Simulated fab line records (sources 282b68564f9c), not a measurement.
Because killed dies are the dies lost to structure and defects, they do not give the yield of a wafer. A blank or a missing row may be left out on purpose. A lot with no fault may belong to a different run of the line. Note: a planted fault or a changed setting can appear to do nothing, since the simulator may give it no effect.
A single fault, viewed from 2 desks ; flow ritCmos ; only its own numbers are on each desk; what lay behind them is given at the end

AT THE TOOL OWNER'S DESK: ilineStepper-01
The tool's own readings at RIT_NRETRO_EXPOSE_03 (exposes mask M4, target cd 43900 nm): means of the sampled wafers that have a number, for each lot that ran on this tool. A lot is out of limits, marked OUT, if its mean lies more than 4 standard deviations from the usual mean; the brackets give that distance.
Columns: A = reticleTempC at RIT_NRETRO_EXPOSE_03, usual 23.00 C; B = stageVelMmS at RIT_NRETRO_EXPOSE_03, usual 500.00 mm/s
lot;first seen here;A;B
L951;day 2 11:17;22.96;500.12
L952;day 2 20:29;22.88;500.33
L954;day 3 07:20;22.98;499.72
L956;day 3 12:55;23.02;500.08
L957;day 3 16:40;23.04;499.85
L962;day 4 17:29;22.98;500.09
L966;day 5 14:13;22.88;500.02
This desk's finding: nothing out of limits on any of the 7 lots.

FROM THE METROLOGY DESK
Means of the sampled wafers that have a number, per lot and without regard to the tool the lot ran on: this is what the gauges read. A lot is out of limits, marked OUT, if its mean lies more than 4 standard deviations from the usual mean; the brackets give that distance.
Columns: A = NRETRO_OVL at RIT_NRETRO_OVL_MEAS_06, usual -0.6 nm
lot;first seen here;A
L950;day 2 05:19;-0.9
L951;day 2 11:43;-0.7
L952;day 2 20:55;-1.4
L954;day 3 07:45;-0.3
L955;day 3 07:59;0.4
L956;day 3 13:19;0.6
L957;day 3 17:04;-2.3
L958;day 3 22:17;-1.2
L959;day 4 03:47;-1.5
L962;day 4 17:55;-300.9 (-99 or more) OUT
L963;day 4 22:21;-0.7
L966;day 5 14:37;-305.2 (-99 or more) OUT
L967;day 5 18:13;0.4
L970;day 6 09:02;1.7
This desk finds L962, L966 out of limits, with the earliest case on L962 at day 4 17:55 (NRETRO_OVL at RIT_NRETRO_OVL_MEAS_06). L950, L951, L952, L954, L955, L956, L957, L958, L959, L963, L967, L970 stayed within limits.

ALL TOGETHER
Metrology desk: alarm possible at day 4 17:55 on L962, L966.
The tool owner's desk saw nothing out of limits.
Tool owner's desk: L962, L966 on record, inside its limits.
All the named lots went through RIT_NRETRO_EXPOSE_03 on ilineStepper-01.

WHAT THE SIMULATOR HAD INSERTED
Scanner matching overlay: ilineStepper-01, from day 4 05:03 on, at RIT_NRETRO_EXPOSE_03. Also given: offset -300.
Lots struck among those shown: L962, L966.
Delay in hours, fault start to first out-of-limits reading, per desk: metrology desk 13.
